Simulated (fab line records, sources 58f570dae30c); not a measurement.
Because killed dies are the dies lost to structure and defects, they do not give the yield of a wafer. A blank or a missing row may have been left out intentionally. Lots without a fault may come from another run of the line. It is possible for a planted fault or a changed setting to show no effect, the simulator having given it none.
The tool behind it: which one? | flow berkeleyCmos170 | 21 wafers from 7 lots sampled at 4 of the route's 331 steps

## WHAT EACH GAUGE READ, for each wafer
UCB170_M1_CD_MEAS_90: the cd target is 700 nm.
lot  | measured     | on       | cdNm (nm)
L917 | day 8 17:59  | cdSem-02 | 703 698 704
L920 | day 9 08:55  | cdSem-02 | 704 697 696
L924 | day 10 06:00 | cdSem-01 | 699 697 705
L928 | day 10 17:43 | cdSem-02 | 694 702 696
L927 | day 10 17:53 | cdSem-02 | 704 697 706
L931 | day 12 09:59 | cdSem-01 | 680 670 683 680 670 683
L934 | day 12 12:00 | cdSem-02 | 676 681 676 676 681 676

## WHICH TOOL RAN EACH LOT (tool, then ch and the chambers of the sampled wafers, then the start)
lot  | UCB170_CONTACT_ETCH_17            | UCB170_M1_METAL_ETCH_12          | UCB170_M1_STRIP_13
L917 | rieDiel-01 ch 2,3, day 8 15:51    | rieMetal-04 ch 0,1, day 8 17:46  | plasmaAsher-04 ch 0,1, day 8 17:53
L920 | rieDiel-03 ch 0,1, day 9 06:44    | rieMetal-04 ch 0,1, day 9 08:41  | plasmaAsher-01 ch 0,1, day 9 08:49
L924 | rieDiel-02 ch 0,2,3, day 10 03:05 | rieMetal-04 ch 0,1, day 10 05:39 | plasmaAsher-04 ch 1, day 10 05:47
L928 | rieDiel-02 ch 0,1,3, day 10 15:19 | rieMetal-04 ch 0,1, day 10 17:29 | plasmaAsher-02 ch 0,1, day 10 17:37
L927 | rieDiel-01 ch 1,2, day 10 15:33   | rieMetal-04 ch 0,1, day 10 17:37 | plasmaAsher-04 ch 0,1, day 10 17:46
L931 | rieDiel-02 ch 2,3, day 12 07:45   | rieMetal-04 ch 0,1, day 12 09:46 | plasmaAsher-02 ch 0,1, day 12 09:53
L934 | rieDiel-03 ch 0,2,3, day 12 09:47 | rieMetal-04 ch 0,1, day 12 11:46 | plasmaAsher-02 ch 0,1, day 12 11:54
- UCB170_CONTACT_ETCH_17: etches BARC in N2/H2.
- UCB170_M1_METAL_ETCH_12: etches Al in Cl2/BCl3, stops on PSG, target depth 780 nm, time 130 s.
- UCB170_M1_STRIP_13: strips in O2.

## THE ANSWER, worked out from the rows above alone
Rule: the lots themselves supply what counts as usual. The widest of any qualifying gaps counts: lots, ordered by their means at a reading, are off when they make up no more than a third of the lots, leave a main group of 4 or more, and stand apart from it by 3 or more times the standard deviation of that group's means. A main group whose means are all the same, to the digits that the tables above print for the reading, isn't used. A lot without any number at a reading at which 4 lots or more have one is off too. All remaining lots with rows at the step are treated as sound.
Off, at UCB170_M1_CD_MEAS_90 on cdNm: L931, L934. Main group: mean 700 nm, sd 1.8.
A tool fits if, at a process step before that reading, it ran every lot that is off, and no sound lot after the first of them. Gauges at UCB170_M1_CD_MEAS_90: tried the same way as those tools. This does not decide it: 2 tools fit, namely rieMetal-04 at UCB170_M1_METAL_ETCH_12 and plasmaAsher-02 at UCB170_M1_STRIP_13.

## WHAT THE SIMULATOR HAD INSERTED
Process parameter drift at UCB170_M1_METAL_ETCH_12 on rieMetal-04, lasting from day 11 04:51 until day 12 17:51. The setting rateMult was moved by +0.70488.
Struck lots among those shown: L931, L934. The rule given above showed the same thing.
